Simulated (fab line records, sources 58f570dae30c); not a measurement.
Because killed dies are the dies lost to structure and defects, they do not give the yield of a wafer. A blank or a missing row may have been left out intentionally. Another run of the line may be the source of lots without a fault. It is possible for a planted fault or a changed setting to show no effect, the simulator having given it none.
Split-lot experiment / flow berkeley_cmos170 / 23 wafers read from 5 lots, route of 331 steps

SPLIT DETAILS
At UCB170_ACTIVE_EXPOSE_10 (exposes mask ACTIVE, target cd 1200 nm), the setting dose_mj was moved away from the recipe's 20 on 7 of the 23 wafers read, by -5.6% to +6.2%. For the rest of the wafers, this setting stayed at what the recipe calls for.

FROM THE SPLIT TO THE READING: what the file shows between them, 5 steps
- UCB170_ACTIVE_PEB_11
- UCB170_ACTIVE_DEVELOP_12: develop time 45 s
- UCB170_ACTIVE_CD_MEAS_13: target cd 1200 nm
- UCB170_ACTIVE_ETCH_15: etches Si3N4 in CH3F/Ar/O2, stops on SiO2, target depth 242 nm, time 145.6 s
- UCB170_ACTIVE_STRIP_16: strips in O2

THE READING
At UCB170_ACTIVE_CD_MEAS_90: cd_nm in nanometres, against a target cd of 1200 nm. On this fab line, fault-free wafers typically give 1200.3 nm with a standard deviation of 1 nm.

wafer=L075.1; tool, chamber at the split=krf_scanner-01, 0; dose_mj as run=20; against the recipe=recipe; cd_nm, nm=1199.4; against lot-mates on the recipe=-
wafer=L075.2; tool, chamber at the split=krf_scanner-01, 0; dose_mj as run=20; against the recipe=recipe; cd_nm, nm=1200.5; against lot-mates on the recipe=-
wafer=L075.3; tool, chamber at the split=krf_scanner-01, 0; dose_mj as run=20; against the recipe=recipe; cd_nm, nm=1199.9; against lot-mates on the recipe=-
wafer=L075.5; tool, chamber at the split=krf_scanner-01, 0; dose_mj as run=20; against the recipe=recipe; cd_nm, nm=1199.6; against lot-mates on the recipe=-
wafer=L075.6; tool, chamber at the split=krf_scanner-01, 0; dose_mj as run=20; against the recipe=recipe; cd_nm, nm=1200.4; against lot-mates on the recipe=-
wafer=L081.2; tool, chamber at the split=krf_scanner-02, 0; dose_mj as run=20.81; against the recipe=+4.0%; cd_nm, nm=1194.2; against lot-mates on the recipe=-7.2
wafer=L081.3; tool, chamber at the split=krf_scanner-02, 0; dose_mj as run=20; against the recipe=recipe; cd_nm, nm=1201.8; against lot-mates on the recipe=-
wafer=L081.4; tool, chamber at the split=krf_scanner-02, 0; dose_mj as run=20.81; against the recipe=+4.0%; cd_nm, nm=1194.9; against lot-mates on the recipe=-6.5
wafer=L081.5; tool, chamber at the split=krf_scanner-02, 0; dose_mj as run=20.81; against the recipe=+4.0%; cd_nm, nm=1193.5; against lot-mates on the recipe=-7.9
wafer=L081.6; tool, chamber at the split=krf_scanner-02, 0; dose_mj as run=20; against the recipe=recipe; cd_nm, nm=1201.1; against lot-mates on the recipe=-
wafer=L083.4; tool, chamber at the split=krf_scanner-02, 0; dose_mj as run=20; against the recipe=recipe; cd_nm, nm=1201.3; against lot-mates on the recipe=-
wafer=L083.5; tool, chamber at the split=krf_scanner-02, 0; dose_mj as run=20; against the recipe=recipe; cd_nm, nm=1199.7; against lot-mates on the recipe=-
wafer=L083.6; tool, chamber at the split=krf_scanner-02, 0; dose_mj as run=20; against the recipe=recipe; cd_nm, nm=1200.2; against lot-mates on the recipe=-
wafer=L085.1; tool, chamber at the split=krf_scanner-01, 0; dose_mj as run=18.87; against the recipe=-5.6%; cd_nm, nm=1209.9; against lot-mates on the recipe=+9.7
wafer=L085.2; tool, chamber at the split=krf_scanner-01, 0; dose_mj as run=20; against the recipe=recipe; cd_nm, nm=1200.4; against lot-mates on the recipe=-
wafer=L085.3; tool, chamber at the split=krf_scanner-01, 0; dose_mj as run=20; against the recipe=recipe; cd_nm, nm=1200.6; against lot-mates on the recipe=-
wafer=L085.5; tool, chamber at the split=krf_scanner-01, 0; dose_mj as run=20; against the recipe=recipe; cd_nm, nm=1199.7; against lot-mates on the recipe=-
wafer=L085.6; tool, chamber at the split=krf_scanner-01, 0; dose_mj as run=18.87; against the recipe=-5.6%; cd_nm, nm=1209.7; against lot-mates on the recipe=+9.5
wafer=L084.1; tool, chamber at the split=krf_scanner-02, 0; dose_mj as run=20; against the recipe=recipe; cd_nm, nm=1201.0; against lot-mates on the recipe=-
wafer=L084.3; tool, chamber at the split=krf_scanner-02, 0; dose_mj as run=20; against the recipe=recipe; cd_nm, nm=1199.5; against lot-mates on the recipe=-
wafer=L084.4; tool, chamber at the split=krf_scanner-02, 0; dose_mj as run=21.24; against the recipe=+6.2%; cd_nm, nm=1189.3; against lot-mates on the recipe=-11.3
wafer=L084.5; tool, chamber at the split=krf_scanner-02, 0; dose_mj as run=20; against the recipe=recipe; cd_nm, nm=1201.3; against lot-mates on the recipe=-
wafer=L084.6; tool, chamber at the split=krf_scanner-02, 0; dose_mj as run=21.24; against the recipe=+6.2%; cd_nm, nm=1189.0; against lot-mates on the recipe=-11.6

FIT RESULTS
A straight line over all 23 wafers: cd_nm changes by -1.69 nm for each +1% of dose_mj; r = -0.99; the points scatter about the line by 0.75 nm.
The same after taking each lot's own level away (the mean of its wafers on the recipe; 23 wafers): -1.77 nm for each +1%; r = -0.99; scatter 0.56 nm.
According to that fit, moving dose_mj by its largest amount changes the reading by 11 nm.
Measured against the standard deviation above, the lots' own levels, which go from 1199.96 to 1201.45 nm, span 1.5 times it.
So the lot-to-lot level changes the slope little: the two slopes agree.
Check: with one of the wafers moved furthest among these (+6.2%) left out of the fit, the line predicts -11 nm for it against its lot-mates. Against them it came out at -11.3 nm.

ADDITIONAL SPLITS CARRIED BY THESE WAFERS
Other splits were also applied to these wafers ahead of the reading. Each is held against what the fit with the lots' levels taken away leaves over:
other split on the same wafers=UCB170_ZERO_COAT_01 resist_thk_nm; wafers away from the commonest value=8; r with cd_nm (lot level and that fit taken away)=+0.25
other split on the same wafers=UCB170_ZERO_SOFTBAKE_02 time_s; wafers away from the commonest value=7; r with cd_nm (lot level and that fit taken away)=+0.05
other split on the same wafers=UCB170_NWELL_IMPLANT_14 dose_cm2; wafers away from the commonest value=8; r with cd_nm (lot level and that fit taken away)=+0.08
other split on the same wafers=UCB170_PWELL_ETCH_14 rf_w; wafers away from the commonest value=8; r with cd_nm (lot level and that fit taken away)=+0.19
other split on the same wafers=UCB170_PWELL_STRIP_16 overash_fraction; wafers away from the commonest value=5; r with cd_nm (lot level and that fit taken away)=-0.13
other split on the same wafers=UCB170_ACTIVE_CVD_05 temp_c; wafers away from the commonest value=15; r with cd_nm (lot level and that fit taken away)=+0.10

THE WHOLE CHAIN: every reading that the file lists as answering this split, in the file's order
step=UCB170_ACTIVE_CD_MEAS_13; what it does=target cd 1200 nm; reading=cd_nm; change (the file's fit)=-1.76 nm for each +1% of the setting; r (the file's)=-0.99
step=UCB170_ACTIVE_ETCH_15; what it does=etches Si3N4 in CH3F/Ar/O2, stops on SiO2, target depth 242 nm, time 145.6 s; reading=ACTIVE.cd_nm (the simulator's own value, which no gauge read); change (the file's fit)=-1.78 nm for each +1% of the setting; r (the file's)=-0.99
step=UCB170_ACTIVE_CD_MEAS_90; what it does=target cd 1200 nm; reading=cd_nm; change (the file's fit)=-1.78 nm for each +1% of the setting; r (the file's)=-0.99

FILE'S OWN FIT
cd_nm changes by -1.78 nm for each +1% of dose_mj, r = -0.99.
